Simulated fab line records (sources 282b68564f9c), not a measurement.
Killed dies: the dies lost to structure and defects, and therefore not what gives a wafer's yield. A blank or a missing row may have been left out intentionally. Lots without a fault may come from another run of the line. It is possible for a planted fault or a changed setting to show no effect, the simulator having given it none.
Which tool is to blame? :: flow rit-cmos :: 14 lots with 42 wafers sampled at 6 steps, on a route of 202 steps

WHAT THE GAUGES SHOWED, per wafer
RIT_PLDD_TW_MEAS_10.
lot: L486
measured: day 2 20:55
on: film-metro-01
PLDD_TW: 2306 2312 2294

lot: L487
measured: day 3 01:02
on: film-metro-03
PLDD_TW: 2353 2350 2350

lot: L488
measured: day 3 04:54
on: film-metro-01
PLDD_TW: 2294 2284 2290

lot: L490
measured: day 3 16:20
on: film-metro-03
PLDD_TW: 2348 2365 2343

lot: L491
measured: day 4 02:10
on: film-metro-01
PLDD_TW: 2294 2288 2296

lot: L495
measured: day 4 20:38
on: film-metro-03
PLDD_TW: 2723 2727 2730

lot: L500
measured: day 5 18:41
on: film-metro-02
PLDD_TW: 2722 2713 2692

lot: L501
measured: day 6 02:40
on: film-metro-03
PLDD_TW: 2359 2351 2345

lot: L502
measured: day 6 03:53
on: film-metro-01
PLDD_TW: 2301 2298 2293

lot: L503
measured: day 6 07:58
on: film-metro-03
PLDD_TW: 2354 2355 2354

lot: L504
measured: day 6 14:29
on: film-metro-02
PLDD_TW: 2343 2336 2338

lot: L505
measured: day 6 19:08
on: film-metro-02
PLDD_TW: 2338 2353 2329

lot: L507
measured: day 7 05:13
on: film-metro-01
PLDD_TW: 2301 2307 2312

lot: L509
measured: day 7 14:51
on: film-metro-01
PLDD_TW: 2313 2297 2311

RIT_PSD_TW_MEAS_10.
lot: L486
measured: day 3 02:16
on: film-metro-02
PSD_TW: 3404 3407 3405

lot: L487
measured: day 3 06:32
on: film-metro-03
PSD_TW: 3405 3418 3424

lot: L488
measured: day 3 10:48
on: film-metro-02
PSD_TW: 3392 3386 3413

lot: L490
measured: day 3 22:11
on: film-metro-03
PSD_TW: 3419 3442 3421

lot: L491
measured: day 4 08:56
on: film-metro-01
PSD_TW: 3347 3367 3353

lot: L495
measured: day 5 02:34
on: film-metro-02
PSD_TW: 3417 3410 3402

lot: L500
measured: day 6 00:18
on: film-metro-02
PSD_TW: 3426 3425 3416

lot: L501
measured: day 6 08:25
on: film-metro-01
PSD_TW: 3360 3359 3335

lot: L502
measured: day 6 09:21
on: film-metro-01
PSD_TW: 3358 3343 3346

lot: L503
measured: day 6 13:52
on: film-metro-02
PSD_TW: 3411 3412 3405

lot: L504
measured: day 6 19:52
on: film-metro-02
PSD_TW: 3408 3421 3423

lot: L505
measured: day 7 00:45
on: film-metro-02
PSD_TW: 3404 3405 3386

lot: L507
measured: day 7 10:40
on: film-metro-02
PSD_TW: 3418 3386 3398

lot: L509
measured: day 7 20:19
on: film-metro-03
PSD_TW: 3411 3409 3407

RIT_SDANNEAL_RS_MEAS_06: measurement is done with a four-point probe.
lot: L486
measured: day 3 02:59
on: film-metro-01
PLDD_RS (ohm/sq): 178.5 178.3 178.6

lot: L487
measured: day 3 07:16
on: film-metro-03
PLDD_RS (ohm/sq): 177.9 178.1 178.1

lot: L488
measured: day 3 11:36
on: film-metro-01
PLDD_RS (ohm/sq): 178.7 178.4 179.2

lot: L490
measured: day 3 22:55
on: film-metro-01
PLDD_RS (ohm/sq): 179.5 179.2 179.0

lot: L491
measured: day 4 09:41
on: film-metro-01
PLDD_RS (ohm/sq): 179.1 178.8 178.6

lot: L495
measured: day 5 03:17
on: film-metro-03
PLDD_RS (ohm/sq): 153.1 153.6 153.3

lot: L500
measured: day 6 01:02
on: film-metro-03
PLDD_RS (ohm/sq): 152.6 152.8 153.0

lot: L501
measured: day 6 09:11
on: film-metro-02
PLDD_RS (ohm/sq): 179.0 178.7 178.8

lot: L502
measured: day 6 10:05
on: film-metro-01
PLDD_RS (ohm/sq): 178.9 178.5 178.8

lot: L503
measured: day 6 14:39
on: film-metro-03
PLDD_RS (ohm/sq): 178.1 178.3 178.5

lot: L504
measured: day 6 20:36
on: film-metro-02
PLDD_RS (ohm/sq): 179.1 178.8 178.9

lot: L505
measured: day 7 01:30
on: film-metro-02
PLDD_RS (ohm/sq): 179.0 178.7 178.8

lot: L507
measured: day 7 11:25
on: film-metro-02
PLDD_RS (ohm/sq): 178.9 178.9 178.7

lot: L509
measured: day 7 21:03
on: film-metro-02
PLDD_RS (ohm/sq): 178.2 178.4 177.9

EACH LOT AND THE TOOL THAT RAN IT (in order: tool; ch and the chambers of the sampled wafers; start)
lot: L486
RIT_PLDD_IMPLANT_08: implanter-04 ch 0, day 2 20:35
RIT_NSD_STRIP_09: plasma-asher-01 ch 0,1, day 3 00:40
RIT_SDANNEAL_RTA_03: rtp-anneal-01 ch 0, day 3 02:42

lot: L487
RIT_PLDD_IMPLANT_08: implanter-01 ch 0, day 3 00:43
RIT_NSD_STRIP_09: plasma-asher-01 ch 0,1, day 3 04:57
RIT_SDANNEAL_RTA_03: rtp-anneal-02 ch 0, day 3 06:58

lot: L488
RIT_PLDD_IMPLANT_08: implanter-02 ch 0, day 3 04:37
RIT_NSD_STRIP_09: plasma-asher-03 ch 0,1, day 3 08:56
RIT_SDANNEAL_RTA_03: rtp-anneal-01 ch 0, day 3 11:17

lot: L490
RIT_PLDD_IMPLANT_08: implanter-02 ch 0, day 3 16:01
RIT_NSD_STRIP_09: plasma-asher-01 ch 0,1, day 3 20:35
RIT_SDANNEAL_RTA_03: rtp-anneal-01 ch 0, day 3 22:37

lot: L491
RIT_PLDD_IMPLANT_08: implanter-04 ch 0, day 4 01:50
RIT_NSD_STRIP_09: plasma-asher-02 ch 0,1, day 4 07:20
RIT_SDANNEAL_RTA_03: rtp-anneal-02 ch 0, day 4 09:23

lot: L495
RIT_PLDD_IMPLANT_08: implanter-04 ch 0, day 4 20:18
RIT_NSD_STRIP_09: plasma-asher-02 ch 0, day 5 00:58
RIT_SDANNEAL_RTA_03: rtp-anneal-02 ch 0, day 5 02:59

lot: L500
RIT_PLDD_IMPLANT_08: implanter-04 ch 0, day 5 18:22
RIT_NSD_STRIP_09: plasma-asher-02 ch 0,1, day 5 22:35
RIT_SDANNEAL_RTA_03: rtp-anneal-02 ch 0, day 6 00:44

lot: L501
RIT_PLDD_IMPLANT_08: implanter-01 ch 0, day 6 02:21
RIT_NSD_STRIP_09: plasma-asher-02 ch 0,1, day 6 06:41
RIT_SDANNEAL_RTA_03: rtp-anneal-02 ch 0, day 6 08:50

lot: L502
RIT_PLDD_IMPLANT_08: implanter-02 ch 0, day 6 03:35
RIT_NSD_STRIP_09: plasma-asher-02 ch 0,1, day 6 07:37
RIT_SDANNEAL_RTA_03: rtp-anneal-01 ch 0, day 6 09:46

lot: L503
RIT_PLDD_IMPLANT_08: implanter-02 ch 0, day 6 07:41
RIT_NSD_STRIP_09: plasma-asher-02 ch 0,1, day 6 12:05
RIT_SDANNEAL_RTA_03: rtp-anneal-02 ch 0, day 6 14:20

lot: L504
RIT_PLDD_IMPLANT_08: implanter-01 ch 0, day 6 14:11
RIT_NSD_STRIP_09: plasma-asher-02 ch 1, day 6 18:16
RIT_SDANNEAL_RTA_03: rtp-anneal-01 ch 0, day 6 20:17

lot: L505
RIT_PLDD_IMPLANT_08: implanter-02 ch 0, day 6 18:52
RIT_NSD_STRIP_09: plasma-asher-01 ch 0,1, day 6 23:04
RIT_SDANNEAL_RTA_03: rtp-anneal-02 ch 0, day 7 01:11

lot: L507
RIT_PLDD_IMPLANT_08: implanter-02 ch 0, day 7 04:54
RIT_NSD_STRIP_09: plasma-asher-02 ch 0,1, day 7 09:04
RIT_SDANNEAL_RTA_03: rtp-anneal-02 ch 0, day 7 11:06

lot: L509
RIT_PLDD_IMPLANT_08: implanter-02 ch 0, day 7 14:31
RIT_NSD_STRIP_09: plasma-asher-01 ch 1, day 7 18:43
RIT_SDANNEAL_RTA_03: rtp-anneal-02 ch 0, day 7 20:45
- RIT_PLDD_IMPLANT_08
- RIT_NSD_STRIP_09: strips in O2, time 180 s.
- RIT_SDANNEAL_RTA_03: time 5 s.

WHAT THE TOOLS THEMSELVES READ (means of the sampled wafers that have a number; where no wafer has one, the mark that the record gives instead)
RIT_PLDD_IMPLANT_08.
lot: L486
tool: implanter-04
dose-ions-cm2: 9.000e+14
end-station-pressure-torr (Torr): 7.2e-06
faraday-current-uA: 2783

lot: L487
tool: implanter-01
dose-ions-cm2: 9.011e+14
end-station-pressure-torr (Torr): 7.4e-06
faraday-current-uA: 2798

lot: L488
tool: implanter-02
dose-ions-cm2: 8.993e+14
end-station-pressure-torr (Torr): 7.6e-06
faraday-current-uA: 2885

lot: L490
tool: implanter-02
dose-ions-cm2: 9.002e+14
end-station-pressure-torr (Torr): 7.1e-06
faraday-current-uA: 2853

lot: L491
tool: implanter-04
dose-ions-cm2: 8.998e+14
end-station-pressure-torr (Torr): 7.4e-06
faraday-current-uA: 2814

lot: L495
tool: implanter-04
dose-ions-cm2: 1.710e+15
end-station-pressure-torr (Torr): 9.5e-06
faraday-current-uA: 5441

lot: L500
tool: implanter-04
dose-ions-cm2: 1.710e+15
end-station-pressure-torr (Torr): 9.1e-06
faraday-current-uA: 5330

lot: L501
tool: implanter-01
dose-ions-cm2: 8.996e+14
end-station-pressure-torr (Torr): 7.0e-06
faraday-current-uA: 2761

lot: L502
tool: implanter-02
dose-ions-cm2: 9.004e+14
end-station-pressure-torr (Torr): 7.3e-06
faraday-current-uA: 2743

lot: L503
tool: implanter-02
dose-ions-cm2: 8.994e+14
end-station-pressure-torr (Torr): 7.5e-06
faraday-current-uA: 2807

lot: L504
tool: implanter-01
dose-ions-cm2: 9.004e+14
end-station-pressure-torr (Torr): 7.0e-06
faraday-current-uA: 2785

lot: L505
tool: implanter-02
dose-ions-cm2: 9.004e+14
end-station-pressure-torr (Torr): 7.4e-06
faraday-current-uA: 2815

lot: L507
tool: implanter-02
dose-ions-cm2: 9.001e+14
end-station-pressure-torr (Torr): 7.2e-06
faraday-current-uA: 2826

lot: L509
tool: implanter-02
dose-ions-cm2: 8.999e+14
end-station-pressure-torr (Torr): 7.3e-06
faraday-current-uA: 2810

RIT_NSD_STRIP_09.
lot: L486
tool: plasma-asher-01
drypump-motor-current-A (A): 6.09

lot: L487
tool: plasma-asher-01
drypump-motor-current-A (A): 6.01

lot: L488
tool: plasma-asher-03
drypump-motor-current-A (A): 6.02

lot: L490
tool: plasma-asher-01
drypump-motor-current-A (A): 6.08

lot: L491
tool: plasma-asher-02
drypump-motor-current-A (A): 5.89

lot: L495
tool: plasma-asher-02
drypump-motor-current-A (A): 5.95

lot: L500
tool: plasma-asher-02
drypump-motor-current-A (A): 5.82

lot: L501
tool: plasma-asher-02
drypump-motor-current-A (A): 5.82

lot: L502
tool: plasma-asher-02
drypump-motor-current-A (A): 5.88

lot: L503
tool: plasma-asher-02
drypump-motor-current-A (A): 5.87

lot: L504
tool: plasma-asher-02
drypump-motor-current-A (A): 5.75

lot: L505
tool: plasma-asher-01
drypump-motor-current-A (A): 6.07

lot: L507
tool: plasma-asher-02
drypump-motor-current-A (A): 5.78

lot: L509
tool: plasma-asher-01
drypump-motor-current-A (A): 6.14

RIT_SDANNEAL_RTA_03.
lot: L486
tool: rtp-anneal-01
chamber-o2-ppm: 1.998
ramp-up-c-per-s: 341.98
wafer_temp_C_max: 1053.0

lot: L487
tool: rtp-anneal-02
chamber-o2-ppm: 1.994
ramp-up-c-per-s: 341.98
wafer_temp_C_max: 1053.3

lot: L488
tool: rtp-anneal-01
chamber-o2-ppm: 2.002
ramp-up-c-per-s: 341.94
wafer_temp_C_max: 1054.1

lot: L490
tool: rtp-anneal-01
chamber-o2-ppm: 1.978
ramp-up-c-per-s: 342.00
wafer_temp_C_max: 1053.5

lot: L491
tool: rtp-anneal-02
chamber-o2-ppm: 2.031
ramp-up-c-per-s: 342.00
wafer_temp_C_max: 1054.5

lot: L495
tool: rtp-anneal-02
chamber-o2-ppm: 1.980
ramp-up-c-per-s: 342.05
wafer_temp_C_max: 1054.6

lot: L500
tool: rtp-anneal-02
chamber-o2-ppm: 2.039
ramp-up-c-per-s: 342.00
wafer_temp_C_max: 1053.8

lot: L501
tool: rtp-anneal-02
chamber-o2-ppm: 2.011
ramp-up-c-per-s: 341.97
wafer_temp_C_max: 1052.8

lot: L502
tool: rtp-anneal-01
chamber-o2-ppm: 2.005
ramp-up-c-per-s: 342.02
wafer_temp_C_max: 1053.3

lot: L503
tool: rtp-anneal-02
chamber-o2-ppm: 1.985
ramp-up-c-per-s: 341.99
wafer_temp_C_max: 1053.4

lot: L504
tool: rtp-anneal-01
chamber-o2-ppm: 2.006
ramp-up-c-per-s: 342.00
wafer_temp_C_max: 1053.6

lot: L505
tool: rtp-anneal-02
chamber-o2-ppm: 2.004
ramp-up-c-per-s: 342.05
wafer_temp_C_max: 1052.8

lot: L507
tool: rtp-anneal-02
chamber-o2-ppm: 2.011
ramp-up-c-per-s: 341.98
wafer_temp_C_max: 1053.9

lot: L509
tool: rtp-anneal-02
chamber-o2-ppm: 1.988
ramp-up-c-per-s: 341.99
wafer_temp_C_max: 1053.8

THE ANSWER, worked out from the rows above alone
Rule: the usual values come from the lots themselves. Put in order of their means at a reading, lots are off if they are a third of the lots or fewer, leave a main group of 4 or more, and stand apart from it by a gap of 3 or more times the standard deviation of the main group's means; of several such gaps the widest counts. A main group whose means are all the same, to the digits that the tables above print for the reading, isn't used. A lot without any number at a reading at which 4 lots or more have one is off too. The other lots that the step has rows for count as sound. The gauges are gone through in route order, then the tools' own readings, and for those a lot's mean is taken as printed above. At the first step where some lot is off, the reading lying furthest off is the one used; lots without a number count as furthest.
Off: L495, L500, at RIT_PLDD_TW_MEAS_10 (PLDD_TW). Mean 2324 and standard deviation 25 in the main group.
If a tool, at a process step before that reading, ran all the lots that are off and no sound lot after the first of them, it fits. The gauges at RIT_PLDD_TW_MEAS_10 aren't tried: what is off there is off at RIT_PLDD_IMPLANT_08 too, on other tools, and a gauge's error can't cause that. One fits: implanter-04 at RIT_PLDD_IMPLANT_08. Its last sound lot is L491 (day 4 01:50), its first lot that is off L495 (day 4 20:18): a fault that began between those two fits.
The tool's own readings at RIT_PLDD_IMPLANT_08 bear it out: on the lots that are off they differ by more than 5 times the standard deviation of the sound lots' means. dose-ions-cm2 reads 1.710e+15 there against 9.000e+14 on the sound lots; end-station-pressure-torr reads 9.3e-06 Torr there against 7.3e-06 Torr on the sound lots; faraday-current-uA reads 5386 there against 2807 on the sound lots.

WHAT THE SIMULATOR PUT IN
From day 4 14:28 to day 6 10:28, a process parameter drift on implanter-04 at RIT_PLDD_IMPLANT_08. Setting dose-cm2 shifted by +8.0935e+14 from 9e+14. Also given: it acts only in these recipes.
Shown lots that were struck: L495, L500. Same finding as the rule above.
